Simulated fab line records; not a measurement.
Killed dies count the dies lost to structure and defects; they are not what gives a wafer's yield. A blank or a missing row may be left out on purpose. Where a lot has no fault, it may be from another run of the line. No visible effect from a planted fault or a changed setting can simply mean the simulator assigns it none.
Struck lot and sound lot, side by side    flow rit cmos    13 out of 202 route steps
Sound: the wafers L168.2, L168.3, L168.4. Struck: wafers L172.2, L172.4, L172.6. The cause is given at the end.
For every step that has rows: the tool of each side, followed by ch and its chambers, followed by its first start. Under that, the readings that differ: sound wafers    struck wafers    difference of the means    sigmas: that difference in standard deviations of wafers without a fault.
alike: same words and numbers on both sides, and readings whose means sit less than 2 such deviations apart. not compared: any withheld reading, any reading some wafer has no value for, any bound like >300 that may hide the same value, and any number with overlapping values for which the record gives no deviation.
The two part at a step that has a row with sigmas, a row that says differs or no value, or rows on one side only. Non-overlapping numbers with no deviation appear without sigmas and do not part them. A reading missing from all wafers of one side parts the sides only when that side holds two or more wafers.

first, 2 steps without rows for these wafers: RIT_PLDD_PEB_04; RIT_PLDD_DEVELOP_05 (develop time 50 s).
RIT_PLDD_OVL_MEAS_06:
  sound on overlay-02, day 3 14:22; struck on overlay-01, day 4 12:17
  alike: PLDD_OVL
then, 2 steps without rows for these wafers: RIT_PLDD_HARDBAKE_07 (time 60 s); RIT_PLDD_IMPLANT_08.
RIT_PLDD_STRIP_09: strips in O2, time 180 s.
  sound on plasma asher-03 ch 0,1, day 3 14:42; struck on plasma asher-03 ch 0,1, day 4 12:37
  alike: drypump motor current A
  not compared: rf hours counter h
RIT_PLDD_TW_MEAS_10:
  sound on film metro-01, day 3 14:53; struck on film metro-02, day 4 12:48
reading  sound           struck          difference  sigmas
PLDD_TW  2402 2390 2401  2330 2345 2347  -57         -2
then, 4 steps without rows for these wafers: RIT_SPACER_CLEAN_00 (cleans in SC1, time 600 s); RIT_SPACER_CLEAN_01 (cleans in dHF, time 30 s); RIT_SPACER_CLEAN_02 (cleans in SC2, time 600 s); RIT_SPACER_CVD_03 (deposits Si3N4 from SiH2Cl2/NH3, target thk 250 nm, time 3300 s).
RIT_SPACER_THK_MEAS_04:
  sound on film metro-04, day 3 17:13; struck on film metro-04, day 4 15:08
  alike: SPACER_NITRIDE_THK
RIT_SPACER_ETCHBACK_05: etches Si3N4 in SF6/CHF3, stops on SiO2, target depth 250 nm, time 240 s.
  sound on rie diel-02 ch 1,2,3, day 3 17:16; struck on rie diel-02 ch 1,2, day 4 15:11
reading                                   sound              struck             difference  sigmas
oes product au (a.u.)                     0.859 0.842 0.871  1.016 0.983 0.987  +0.138      +12
model.etch.depth nm (nm)                  255.6 255.7 254.1  231.5 225.7 227.6  -26.9       
model.poly-Si_of_GATE_CVD_08.thk nm (nm)  166.6 167.1 166.5  184.4 183.5 183.1  +16.9       
model.Si3N4_of_SPACER_CVD_03.thk nm (nm)  201 200.3 198.6    212.9 215.1 214.4  +14.2       
  alike: CHF3_flow_sccm, drypump motor current A, throttle valve pct
  not compared: rf hours counter h

== WHERE THEY PART ==
First at RIT_PLDD_TW_MEAS_10; last, within this record, at RIT_SPACER_ETCHBACK_05.

WHY: what had been put in by the simulator
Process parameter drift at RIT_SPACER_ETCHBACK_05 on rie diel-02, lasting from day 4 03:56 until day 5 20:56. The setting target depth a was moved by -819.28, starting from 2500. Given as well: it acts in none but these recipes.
